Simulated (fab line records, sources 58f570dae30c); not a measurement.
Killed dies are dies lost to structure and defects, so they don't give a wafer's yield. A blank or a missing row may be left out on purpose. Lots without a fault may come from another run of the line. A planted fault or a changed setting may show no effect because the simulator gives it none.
Tool commonality check | flow berkeley_cmos170 | 15 lots, 45 wafers sampled

WHY IT WAS OPENED
At UCB170_NVT_TW_MEAS_09 the reading NVT_TW is flagged on 3 of 15 lots. Wafers without a fault read 525, standard deviation 4.1.
Rule: a lot is flagged when every wafer of it that has a number lies more than 4 standard deviations from that mean, or none has a number. The other lots count as sound.

lot  | measured    | on            | NVT_TW, wafer by wafer | flag
L205 | day 5 07:02 | film_metro-01 | 526 527 525            |
L206 | day 5 11:46 | film_metro-03 | 528 525 526            |
L207 | day 5 22:59 | film_metro-04 | 524 524 523            |
L210 | day 6 07:16 | film_metro-01 | 528 529 529            |
L208 | day 6 07:33 | film_metro-04 | 518 518 521            |
L209 | day 6 07:40 | film_metro-03 | 525 525 526            |
L211 | day 6 14:53 | film_metro-04 | 518 517 519            |
L215 | day 7 08:35 | film_metro-03 | 528 530 527            |
L214 | day 7 08:47 | film_metro-01 | 524 527 529            |
L216 | day 7 14:49 | film_metro-04 | 466 466 466            | FLAGGED
L217 | day 7 15:08 | film_metro-04 | 464 465 466            | FLAGGED
L220 | day 8 18:40 | film_metro-01 | 529 530 528            |
L224 | day 9 00:01 | film_metro-04 | 523 521 521            |
L223 | day 9 00:17 | film_metro-04 | 519 521 519            |
L221 | day 9 00:19 | film_metro-01 | 472 471 472            | FLAGGED
The numbers of the flagged lots are 468 on average: -57 against the usual, or -14 standard deviations.

WHICH TOOL RAN EACH LOT
The record holds 1 process step before the reading, out of a route of 331 steps. In each cell: the tool, then ch and the chambers that the sampled wafers went through, then the start.
lot  | flag    | UCB170_NVT_IMPLANT_07
L205 |         | implanter-03 ch 0, day 5 06:49
L206 |         | implanter-03 ch 0, day 5 11:31
L207 |         | implanter-03 ch 0, day 5 22:44
L210 |         | implanter-02 ch 0, day 6 07:01
L208 |         | implanter-03 ch 0, day 6 07:19
L209 |         | implanter-01 ch 0, day 6 07:26
L211 |         | implanter-01 ch 0, day 6 14:38
L215 |         | implanter-03 ch 0, day 7 08:16
L214 |         | implanter-01 ch 0, day 7 08:32
L216 | FLAGGED | implanter-03 ch 0, day 7 14:35
L217 | FLAGGED | implanter-03 ch 0, day 7 14:55
L220 |         | implanter-02 ch 0, day 8 18:28
L224 |         | implanter-02 ch 0, day 8 23:46
L223 |         | implanter-01 ch 0, day 9 00:02
L221 | FLAGGED | implanter-03 ch 0, day 9 00:02
What these steps do:
- UCB170_NVT_IMPLANT_07
- UCB170_NVT_TW_MEAS_09

FLAGGED OVER TOTAL, TOOL BY TOOL (the gauges that took the reading come last)
step                  | tool          | lots run | flagged | share of the flagged lots | sound lots run after its first flagged lot
UCB170_NVT_IMPLANT_07 | implanter-01  | 4        | 0       | none                      | -
UCB170_NVT_IMPLANT_07 | implanter-02  | 3        | 0       | none                      | -
UCB170_NVT_IMPLANT_07 | implanter-03  | 8        | 3       | all                       | 0
UCB170_NVT_TW_MEAS_09 | film_metro-01 | 5        | 1       | some                      | 0
UCB170_NVT_TW_MEAS_09 | film_metro-03 | 3        | 0       | none                      | -
UCB170_NVT_TW_MEAS_09 | film_metro-04 | 7        | 2       | some                      | 2 (L224,L223)

WHAT THE TABLE ALLOWS
1 row of the table ran every flagged lot: implanter-03 at UCB170_NVT_IMPLANT_07.
- implanter-03 at UCB170_NVT_IMPLANT_07: 3 of its 8 lots flagged. Its last sound lot is L215 (day 7 08:16), its first flagged lot L216 (day 7 14:35): a fault that began between those two fits. Its own readings lie more than 4 standard deviations out on every wafer of the flagged lots: beam_energy_keV.
One tool is left: implanter-03 at UCB170_NVT_IMPLANT_07.

WHAT THE SIMULATOR HAD PUT IN
Process parameter drift: implanter-03, from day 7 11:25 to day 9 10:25, at UCB170_NVT_IMPLANT_07. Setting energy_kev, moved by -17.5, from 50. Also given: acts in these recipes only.
Lots struck among those shown: L216, L217, L221. The rule above found the same.
